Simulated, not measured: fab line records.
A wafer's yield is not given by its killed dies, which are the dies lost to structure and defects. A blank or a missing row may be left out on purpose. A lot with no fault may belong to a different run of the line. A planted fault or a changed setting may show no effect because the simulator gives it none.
Split-lot study	flow rit_cmos	23 wafers read from 5 lots, route of 202 steps

== THE SPLIT ITSELF ==
At RIT_ACTIVE_COAT_06 (resist thk 1000 nm), the setting spin_rpm was moved away from the recipe's 3250 rpm on 8 of the 23 wafers read, by -4.4% to +6.5%. The other wafers ran this setting at the recipe's value.

The split's own step is where the reading is taken.

== THE READING ==
NOVOLAK_of_ACTIVE_COAT_06.thk_nm (the simulator's own value, which no gauge read), in nm, at RIT_ACTIVE_COAT_06 (resist thk 1000 nm). The file does not state a usual value for it. Here, 15 wafers ran the recipe; their average is 999.5 nm with a standard deviation of 3 nm.

wafer	tool, chamber at the split	spin_rpm as run, rpm	against the recipe	NOVOLAK_of_ACTIVE_COAT_06.thk_nm, nm	against lot-mates on the recipe
L075.1	litho_track-04, 0	3250	recipe	1003	-
L075.3	litho_track-04, 0	3250	recipe	1003	-
L075.2	litho_track-04, 0	3250	recipe	1001	-
L075.4	litho_track-04, 0	3250	recipe	1000	-
L075.6	litho_track-04, 0	3250	recipe	999	-
L078.1	litho_track-02, 0	3106	-4.4%	1023	+22.3
L078.5	litho_track-02, 0	3106	-4.4%	1023	+22.3
L078.2	litho_track-02, 0	3250	recipe	1001	-
L078.4	litho_track-02, 0	3250	recipe	1001	-
L078.6	litho_track-02, 0	3250	recipe	1000	-
L079.1	litho_track-02, 0	3250	recipe	992	-
L079.3	litho_track-02, 0	3250	recipe	998	-
L079.6	litho_track-02, 0	3250	recipe	998.8	-
L082.1	litho_track-02, 0	3354	+3.2%	986.8	-15.2
L082.2	litho_track-02, 0	3354	+3.2%	986.2	-15.8
L082.4	litho_track-02, 0	3250	recipe	1003	-
L082.5	litho_track-02, 0	3354	+3.2%	986.7	-15.3
L082.6	litho_track-02, 0	3250	recipe	1001	-
L084.1	litho_track-03, 0	3461	+6.5%	966.3	-29.4
L084.2	litho_track-03, 0	3250	recipe	995.2	-
L084.3	litho_track-03, 0	3461	+6.5%	964.3	-31.4
L084.4	litho_track-03, 0	3250	recipe	996.1	-
L084.5	litho_track-03, 0	3461	+6.5%	969.4	-26.3

THE FIT
A straight line over all 23 wafers: NOVOLAK_of_ACTIVE_COAT_06.thk_nm changes by -4.99 nm for each +1% of spin_rpm; r = -0.98; the points scatter about the line by 2.9 nm.
The same after taking each lot's own level away (the mean of its wafers on the recipe; 23 wafers): -4.66 nm for each +1%; r = -0.99; scatter 1.8 nm.
Per that fit: largest spin_rpm move, reading shift of 30 nm.
The span of the lots' own levels, 995.65 to 1002.00 nm, comes to 2.1 times the standard deviation stated above.
The two slopes agree, so the slope changes little with the lot-to-lot level.
Check: -30.2 nm against its lot-mates is what the line predicts for one of the wafers moved furthest among these (+6.5%) when that wafer is left out of the fit. It came out at -29.4 nm against them.

== OTHER SPLITS APPLIED TO THESE WAFERS ==
Other splits were also applied to these wafers ahead of the reading. Each is held against what the fit with the lots' levels taken away leaves over:
other split on the same wafers	wafers away from the commonest value	r with NOVOLAK_of_ACTIVE_COAT_06.thk_nm (lot level and that fit taken away)
RIT_ACTIVE_CVD_03 sih2cl2_flow_sccm	15	-0.13

== THE FILE'S OWN FIT ==
NOVOLAK_of_ACTIVE_COAT_06.thk_nm changes by -4.67 nm for each +1% of spin_rpm, r = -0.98.
